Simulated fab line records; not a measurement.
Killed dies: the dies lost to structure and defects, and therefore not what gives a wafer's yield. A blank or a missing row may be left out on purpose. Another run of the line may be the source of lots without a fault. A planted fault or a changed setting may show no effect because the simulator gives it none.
fab line records + flow berkeley-cmos170
record:
- lots: 15
- wafers: 45
- last-day: 13
route steps=331 shown NWELL@18
lots untouched by any fault: they come from a run of this same line in which no faults occurred
start-h: hours from the record's opening day to when the first of the lot's shown wafers began + wait-h: hours elapsed since this lot's preceding step + " identical to the entry in the row above + L1.1+2: a row that stands for several wafers + - no value, or no start given + * or withheld: withheld + < > ~ a bound
route shown NAME@n: a module of which the file shows steps, and the number in the route of the first + usual: average and standard deviation across the fault-free wafers + same: alike in all rows + chamber/n: place in a boat + sites: readings site by site + _std_site: standard deviation across them + _edge_site: mean of outer sites minus mean of inner sites + radius-mm: how far each site lies from the wafer's centre + mask NAME#n: copy n + behind: the last tool/chamber to shape the wafer + hold: reason for holding the lot/hours on hold/outcome of the hold + device: which transistor (n, p or np) failed to switch + end of line: the route-end tests of the same wafers + a step with no rows: only its recipe + killed: dies that structure and defects cost at the first sort, which is not the same as the wafer's yield + map: dies across one wafer; x = killed, . = not, _ = none there
set.NAME: the setting the step ran with; set.NAME@STEP: the setting that earlier step ran with + model.NAME: the simulator's own value behind a step, which no gauge read
steps of the route over a sample of lots; a table a step, a row a wafer
services: the hour from which a tool's chamber was out of use, counted from the record's first day as start-h (under 0 if before that day), plus the number of hours and why
== steps ==
step: UCB170_NWELL_CVD_04
recipe:
- material: Si3N4
- target-thk-nm: 224
- temp-c: 800
- precursor: SiH2Cl2/NH3
- time-s: 3360
- pressure-mtorr: 200
- sih2cl2-flow-sccm: 25
- nh3-flow-sccm: 75
usual:
- sih2cl2-flow-sccm: 24.99/0.081
- spike-tc-source-C: 822.4/1.8
- susceptor-temp-C: 800.0/0.35
- zone-power-load-pct: 20.1/1.8
| lot.wafer | tool     | chamber | start-h | wait-h | sih2cl2-flow-sccm | spike-tc-source-C | susceptor-temp-C | zone-power-load-pct |
|-----------|----------|---------|---------|--------|-------------------|-------------------|------------------|---------------------|
| L441.2    | lpcvd-02 | 1       | 33.29   | 0.0    | 24.98             | 820.9             | 800.2            | 19.6                |
| L441.3    | "        | 1       | "       | "      | 24.98             | 822.0             | 800.5            | 19.7                |
| L441.5    | "        | 1       | "       | "      | 24.95             | 820.0             | 800.4            | 19.8                |
| L443.2    | lpcvd-02 | 1       | 45.82   | 0.0    | 25.01             | 820.1             | 800.5            | 19.6                |
| L443.4    | "        | 1       | "       | "      | 24.99             | 818.8             | 800.2            | 19.4                |
| L443.6    | "        | 1       | "       | "      | 24.90             | 818.3             | 800.4            | 19.7                |
| L444.2    | lpcvd-02 | 0       | 45.82   | 0.0    | 24.95             | 823.4             | 800.0            | 22.2                |
| L444.4    | "        | 0       | "       | "      | 24.99             | 824.7             | 800.4            | 22.2                |
| L444.5    | "        | 0       | "       | "      | 25.03             | 822.2             | 800.4            | 22.2                |
| L445.2    | lpcvd-02 | 0       | 54.95   | 0.0    | 25.14             | 821.9             | 800.2            | 21.8                |
| L445.4    | "        | 0       | "       | "      | 25.01             | 824.4             | 799.8            | 22.0                |
| L445.6    | "        | 0       | "       | "      | 25.18             | 822.7             | 799.8            | 22.1                |
| L446.1    | lpcvd-02 | 1       | 54.95   | 0.0    | 24.96             | 821.5             | 799.7            | 19.6                |
| L446.3    | "        | 1       | "       | "      | 24.98             | 820.5             | 799.7            | 19.5                |
| L446.6    | "        | 1       | "       | "      | 25.07             | 820.6             | 800.4            | 19.5                |
| L447.3    | lpcvd-01 | 1       | 61.59   | 0.0    | 24.92             | 821.8             | 799.7            | 17.3                |
| L447.4    | "        | 1       | "       | "      | 25.02             | 822.2             | 799.4            | 17.4                |
| L447.5    | "        | 1       | "       | "      | 25.02             | 823.2             | 799.2            | 17.2                |
| L448.2    | lpcvd-01 | 1       | 68.01   | 0.3    | 25.05             | 822.1             | 799.9            | 17.2                |
| L448.3    | "        | 1       | "       | "      | 25.12             | 823.4             | 799.6            | 17.4                |
| L448.4    | "        | 1       | "       | "      | 24.98             | 823.2             | 799.8            | 17.3                |
| L449.1    | lpcvd-02 | 0       | 73.48   | 0.0    | 24.93             | 823.9             | 799.4            | 22.0                |
| L449.5    | "        | 0       | "       | "      | 24.88             | 823.1             | 799.6            | 22.0                |
| L449.6    | "        | 0       | "       | "      | 24.95             | 823.9             | 799.7            | 21.9                |
| L450.1    | lpcvd-02 | 0       | 77.33   | 0.1    | 24.97             | 823.5             | 800.4            | 22.1                |
| L450.2    | "        | 0       | "       | "      | 24.95             | 823.1             | 800.7            | 22.2                |
| L450.5    | "        | 0       | "       | "      | 25.03             | 823.4             | 800.6            | 22.0                |
| L451.2    | lpcvd-02 | 1       | 83.28   | 0.0    | 19.89             | 820.0             | 800.1            | 19.6                |
| L451.3    | "        | 1       | "       | "      | 19.94             | 821.9             | 800.2            | 18.9                |
| L451.4    | "        | 1       | "       | "      | 19.94             | 819.8             | 800.1            | 19.6                |
| L452.2    | lpcvd-02 | 1       | 86.04   | 0.0    | 20.03             | 821.1             | 800.3            | 19.1                |
| L452.3    | "        | 1       | "       | "      | 19.96             | 821.2             | 799.8            | 19.0                |
| L452.4    | "        | 1       | "       | "      | 19.99             | 820.3             | 800.4            | 19.7                |
| L453.2    | lpcvd-02 | 0       | 86.04   | 0.0    | 20.12             | 822.6             | 800.4            | 21.7                |
| L453.3    | "        | 0       | "       | "      | 20.06             | 823.3             | 800.0            | 21.7                |
| L453.4    | "        | 0       | "       | "      | 19.94             | 824.0             | 800.3            | 22.3                |
| L454.3    | lpcvd-01 | 1       | 100.32  | 0.7    | 25.14             | 823.2             | 800.0            | 17.1                |
| L454.5    | "        | 1       | "       | "      | 25.12             | 825.4             | 799.2            | 17.3                |
| L454.6    | "        | 1       | "       | "      | 25.13             | 824.4             | 799.5            | 17.2                |
| L455.1    | lpcvd-01 | 1       | 100.32  | 0.7    | 24.94             | 824.6             | 799.4            | 17.1                |
| L455.3    | "        | 1       | "       | "      | 24.99             | 822.8             | 799.9            | 17.3                |
| L455.4    | "        | 1       | "       | "      | 24.99             | 825.7             | 800.0            | 17.4                |
| L464.1    | lpcvd-01 | 1       | 151.20  | 0.0    | 24.88             | 825.1             | 799.8            | 17.3                |
| L464.2    | "        | 1       | "       | "      | 24.99             | 824.3             | 799.1            | 17.5                |
| L464.4    | "        | 1       | "       | "      | 25.01             | 824.1             | 799.8            | 17.6                |
step: UCB170_NWELL_THK_MEAS_05
recipe:
- reads: Si3N4_of_NWELL_CVD_04
usual:
- NWELL_NITRIDE_THK: 223.7/2.2
| lot.wafer | tool          | chamber | start-h | wait-h | NWELL_NITRIDE_THK[nm] |
|-----------|---------------|---------|---------|--------|-----------------------|
| L441.2    | film-metro-02 | -       | 35.23   | 0.0    | 219.2                 |
| L441.3    | "             | -       | "       | "      | 218.0                 |
| L441.5    | "             | -       | "       | "      | 217.6                 |
| L443.2    | film-metro-02 | -       | 47.76   | 0.0    | 220.2                 |
| L443.4    | "             | -       | "       | "      | 220.5                 |
| L443.6    | "             | -       | "       | "      | 220.3                 |
| L444.2    | film-metro-01 | -       | 47.76   | 0.0    | 225.1                 |
| L444.4    | "             | -       | "       | "      | 226.3                 |
| L444.5    | "             | -       | "       | "      | 226.7                 |
| L446.1    | film-metro-02 | -       | 56.88   | 0.0    | 221.8                 |
| L446.3    | "             | -       | "       | "      | 222.1                 |
| L446.6    | "             | -       | "       | "      | 221.8                 |
| L445.2    | film-metro-01 | -       | 56.89   | 0.0    | 222.1                 |
| L445.4    | "             | -       | "       | "      | 221.2                 |
| L445.6    | "             | -       | "       | "      | 223.2                 |
| L447.3    | film-metro-01 | -       | 63.54   | 0.0    | 224.9                 |
| L447.4    | "             | -       | "       | "      | 223.4                 |
| L447.5    | "             | -       | "       | "      | 224.9                 |
| L448.2    | film-metro-02 | -       | 70.92   | 0.0    | 221.2                 |
| L448.3    | "             | -       | "       | "      | 221.9                 |
| L448.4    | "             | -       | "       | "      | 222.3                 |
| L449.1    | film-metro-02 | -       | 75.41   | 0.0    | 226.1                 |
| L449.5    | "             | -       | "       | "      | 224.6                 |
| L449.6    | "             | -       | "       | "      | 225.4                 |
| L450.1    | film-metro-04 | -       | 79.26   | 0.0    | 223.7                 |
| L450.2    | "             | -       | "       | "      | 224.2                 |
| L450.5    | "             | -       | "       | "      | 226.5                 |
| L451.2    | film-metro-02 | -       | 85.23   | 0.0    | 213.6                 |
| L451.3    | "             | -       | "       | "      | 214.0                 |
| L451.4    | "             | -       | "       | "      | 212.7                 |
| L452.2    | film-metro-04 | -       | 87.98   | 0.0    | 214.3                 |
| L452.3    | "             | -       | "       | "      | 212.4                 |
| L452.4    | "             | -       | "       | "      | 213.2                 |
| L453.2    | film-metro-01 | -       | 87.98   | 0.0    | 214.4                 |
| L453.3    | "             | -       | "       | "      | 215.8                 |
| L453.4    | "             | -       | "       | "      | 213.0                 |
| L455.1    | film-metro-02 | -       | 102.25  | 0.0    | 223.3                 |
| L455.3    | "             | -       | "       | "      | 223.2                 |
| L455.4    | "             | -       | "       | "      | 223.0                 |
| L454.3    | film-metro-01 | -       | 102.31  | 0.1    | 221.4                 |
| L454.5    | "             | -       | "       | "      | 219.9                 |
| L454.6    | "             | -       | "       | "      | 220.4                 |
| L464.1    | film-metro-01 | -       | 153.14  | 0.0    | 225.1                 |
| L464.2    | "             | -       | "       | "      | 226.8                 |
| L464.4    | "             | -       | "       | "      | 225.5                 |
== services ==
| tool     | chamber | start-h | hours | kind |
|----------|---------|---------|-------|------|
| lpcvd-01 | -       | 106.39  | 6.1   | pm   |
== key ==
first-sign:
- step: UCB170_NWELL_CVD_04
- reading: sih2cl2-flow-sccm
- direction: down
- sigmas: 62
- usual: 24.99
- struck: 19.99
effect:
- step: UCB170_NWELL_THK_MEAS_05
- reading: NWELL_NITRIDE_THK
- direction: down
- sigmas: 4.6
- usual: 223.7
- struck: 213.7
met-at UCB170_NWELL_CVD_04
struck-lots L451,L452,L453
tester-left-out L451,L452,L453
fault:
- kind: process-parameter-drift
- tool: lpcvd-02
- chamber: -
- onset-h: 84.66
- steps: UCB170_NWELL_CVD_04
- channel: sih2cl2-flow-sccm
- offset: -5
- shape: step
- end-h: 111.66
- acts-in: these-recipes-only
- stated: 25
tester-left-out: of these lots the tester's yield and bins aren't shown, on N5 and GAA mostly nor the transistor test; their killed dies are dies lost to structure and defects alone, not to doping, threshold or leakage, so they don't give the yield
